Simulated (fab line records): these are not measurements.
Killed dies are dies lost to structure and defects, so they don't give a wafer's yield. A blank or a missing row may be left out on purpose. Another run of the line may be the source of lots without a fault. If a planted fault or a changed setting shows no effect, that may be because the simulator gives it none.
Which tool is to blame?	flow rit-cmos	Sampling: 13 lots, 39 wafers, 5 of 202 route steps

## WHAT THE GAUGES SHOWED, per wafer
RIT_NSD_TW_MEAS_10. Usual: NSD_TW 3117, standard deviation 29.
lot	measured	on	NSD_TW	flag
L155	day 3 00:16	film-metro-02	3104 3087 3095	
L156	day 3 05:40	film-metro-03	3085 3100 3089	
L157	day 3 13:47	film-metro-01	3127 3130 3131	
L158	day 3 18:05	film-metro-02	3090 3101 3085	
L164	day 4 20:03	film-metro-02	3094 3095 3093	
L165	day 5 03:55	film-metro-02	2863 2880 2858	OFF
L166	day 5 07:22	film-metro-01	3145 3156 3164	
L168	day 5 16:22	film-metro-02	2851 2854 2860	OFF
L170	day 6 04:33	film-metro-03	3109 3114 3105	
L172	day 6 13:06	film-metro-02	3104 3108 3101	
L174	day 6 23:37	film-metro-02	3099 3121 3112	
L175	day 7 05:55	film-metro-01	3138 3145 3142	
L176	day 7 08:30	film-metro-01	3153 3152 3153	

RIT_SDANNEAL_RS_MEAS_05: measures by four-point-probe. Usual: NSD_RS 84.52 ohm/sq, standard deviation 0.24.
lot	measured	on	NSD_RS (ohm/sq)	flag
L155	day 3 02:26	film-metro-03	84.37 84.32 84.46	
L156	day 3 08:04	film-metro-01	84.23 84.59 84.40	
L157	day 3 15:50	film-metro-01	84.72 84.66 84.88	
L158	day 3 20:23	film-metro-03	84.47 84.48 84.40	
L164	day 4 22:07	film-metro-02	84.51 84.07 84.32	
L165	day 5 06:06	film-metro-03	111.81 111.92 111.76	OFF
L166	day 5 09:32	film-metro-03	84.02 84.08 83.90	
L168	day 5 18:25	film-metro-01	112.90 113.00 112.32	OFF
L170	day 6 06:35	film-metro-01	84.59 84.47 84.46	
L172	day 6 15:15	film-metro-01	84.79 84.53 84.53	
L174	day 7 01:46	film-metro-03	84.56 84.60 84.59	
L175	day 7 08:10	film-metro-03	84.58 84.56 84.94	
L176	day 7 10:41	film-metro-02	84.13 84.19 84.12	

RIT_CONTACT_CD_MEAS_08: target cd 1000 nm. Usual: cd-nm reads 999.8 nm (standard deviation 2.5).
lot	measured	on	cd-nm (nm)	flag
L155	day 3 04:24	cd-sem-02	1003.6 1004.4 1004.4	
L156	day 3 10:09	cd-sem-01	1000.6 998.8 1000.3	
L157	day 3 17:47	cd-sem-02	999.3 998.2 997.9	
L158	day 3 22:20	cd-sem-01	1002.8 1000.9 1000.9	
L164	day 5 00:19	cd-sem-02	1000.3 998.8 999.0	
L165	day 5 08:11	cd-sem-01	1000.7 1000.1 999.8	
L166	day 5 11:35	cd-sem-02	1000.4 1001.3 1001.7	
L168	day 5 20:31	cd-sem-01	995.2 995.8 997.1	
L170	day 6 08:37	cd-sem-01	998.9 996.2 998.8	
L172	day 6 17:20	cd-sem-01	1001.7 1001.6 1002.2	
L174	day 7 03:45	cd-sem-01	1000.2 999.9 999.8	
L175	day 7 10:15	cd-sem-01	1001.4 1000.8 1002.4	
L176	day 7 12:46	cd-sem-01	1008.1 1004.9 1001.8	

## TOOL THAT RAN EACH LOT (tool first, then ch and the chambers of the sampled wafers, then the start)
lot	RIT_NWELL_STRIP_09	RIT_NSD_IMPLANT_08
L155	plasma-asher-01 ch 0,1, day 1 21:07	implanter-02 ch 0, day 2 23:59
L156	plasma-asher-04 ch 0,1, day 2 01:45	implanter-01 ch 0, day 3 05:20
L157	plasma-asher-01 ch 0,1, day 2 07:05	implanter-02 ch 0, day 3 13:29
L158	plasma-asher-01 ch 0,1, day 2 13:04	implanter-01 ch 0, day 3 17:46
L164	plasma-asher-04 ch 0,1, day 3 17:49	implanter-01 ch 0, day 4 19:46
L165	plasma-asher-02 ch 0,1, day 3 23:30	implanter-04 ch 0, day 5 03:36
L166	plasma-asher-04 ch 0,1, day 4 05:15	implanter-02 ch 0, day 5 07:04
L168	plasma-asher-02 ch 1, day 4 13:53	implanter-04 ch 0, day 5 15:55
L170	plasma-asher-01 ch 0,1, day 5 01:58	implanter-02 ch 0, day 6 04:14
L172	plasma-asher-04 ch 0,1, day 5 10:04	implanter-02 ch 0, day 6 12:46
L174	plasma-asher-04 ch 0,1, day 5 19:58	implanter-02 ch 0, day 6 23:17
L175	plasma-asher-02 ch 0,1, day 6 01:37	implanter-02 ch 0, day 7 05:35
L176	plasma-asher-04 ch 0,1, day 6 06:29	implanter-02 ch 0, day 7 08:13
- RIT_NWELL_STRIP_09: strips in O2, time 180 s.
- RIT_NSD_IMPLANT_08

## AS READ BY THE TOOLS THEMSELVES (means over the sampled wafers that have a number; for cases with no such wafer, the mark the record gives instead)
RIT_NWELL_STRIP_09. Usual: drypump-motor-current-A reads 6.0 A (standard deviation 0.59).
lot	tool	drypump-motor-current-A (A)	flag
L155	plasma-asher-01	6.1	
L156	plasma-asher-04	6.3	
L157	plasma-asher-01	6.1	
L158	plasma-asher-01	6.0	
L164	plasma-asher-04	6.4	
L165	plasma-asher-02	6.1	
L166	plasma-asher-04	6.1	
L168	plasma-asher-02	4.9	
L170	plasma-asher-01	6.0	
L172	plasma-asher-04	6.1	
L174	plasma-asher-04	6.1	
L175	plasma-asher-02	6.2	
L176	plasma-asher-04	6.4	

RIT_NSD_IMPLANT_08. Usual: beam-energy-keV 25.001, standard deviation 0.0071; dose-ions-cm2 1e+15, standard deviation 1.1e+12; faraday-current-uA 3129, standard deviation 64.
lot	tool	beam-energy-keV	dose-ions-cm2	faraday-current-uA	flag
L155	implanter-02	25.001	1e+15	3126	
L156	implanter-01	25.004	1e+15	3162	
L157	implanter-02	24.999	1e+15	3085	
L158	implanter-01	25.012	1e+15	3236	
L164	implanter-01	24.997	1e+15	3161	
L165	implanter-04	24.997	7e+14	2209	OFF
L166	implanter-02	25.001	1e+15	3075	
L168	implanter-04	25.008	7e+14	2173	OFF
L170	implanter-02	25.003	1e+15	3121	
L172	implanter-02	24.995	1e+15	3145	
L174	implanter-02	24.999	1e+15	3092	
L175	implanter-02	25.006	1e+15	3089	
L176	implanter-02	25.007	1e+15	3118	

## THE ANSWER, worked out from the rows above alone
Rule: take the mean of a lot's wafers that have a number; if it is more than 3 standard deviations from the usual mean, the lot is off. A lot without any number at a reading at which 4 lots or more have one is off too. The other lots that the step has rows for count as sound. The gauges are gone through in route order, then the tools' own readings, and for those a lot's mean is taken as printed above. The first step at which some lot is off is used, and at that step the reading that is off furthest; a lot without a number counts as furthest.
Off: L165, L168, at RIT_NSD_TW_MEAS_10 (NSD_TW).
A tool fits if, at a process step before that reading, it ran every lot that is off, and no sound lot after the first of them. Not tried: the gauges at RIT_NSD_TW_MEAS_10; whatever is off there is also off at RIT_SDANNEAL_RS_MEAS_05, on other tools, and gauge error can't account for it. One fits: implanter-04 at RIT_NSD_IMPLANT_08. It ran no sound lot before its first lot that is off in this sample, so the start can't be narrowed down.
The tool's own readings at RIT_NSD_IMPLANT_08 bear it out: on the lots that are off they differ by more than 5 times the standard deviation of the sound lots' means. dose-ions-cm2 reads 7e+14 there against 1e+15 on the sound lots; faraday-current-uA reads 2191 there against 3128 on the sound lots.

## WHAT THE SIMULATOR HAD INSERTED
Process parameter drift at RIT_NSD_IMPLANT_08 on implanter-04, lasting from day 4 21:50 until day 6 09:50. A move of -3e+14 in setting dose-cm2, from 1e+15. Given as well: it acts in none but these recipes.
Struck lots among those shown: L165, L168. The rule above reached the same finding.
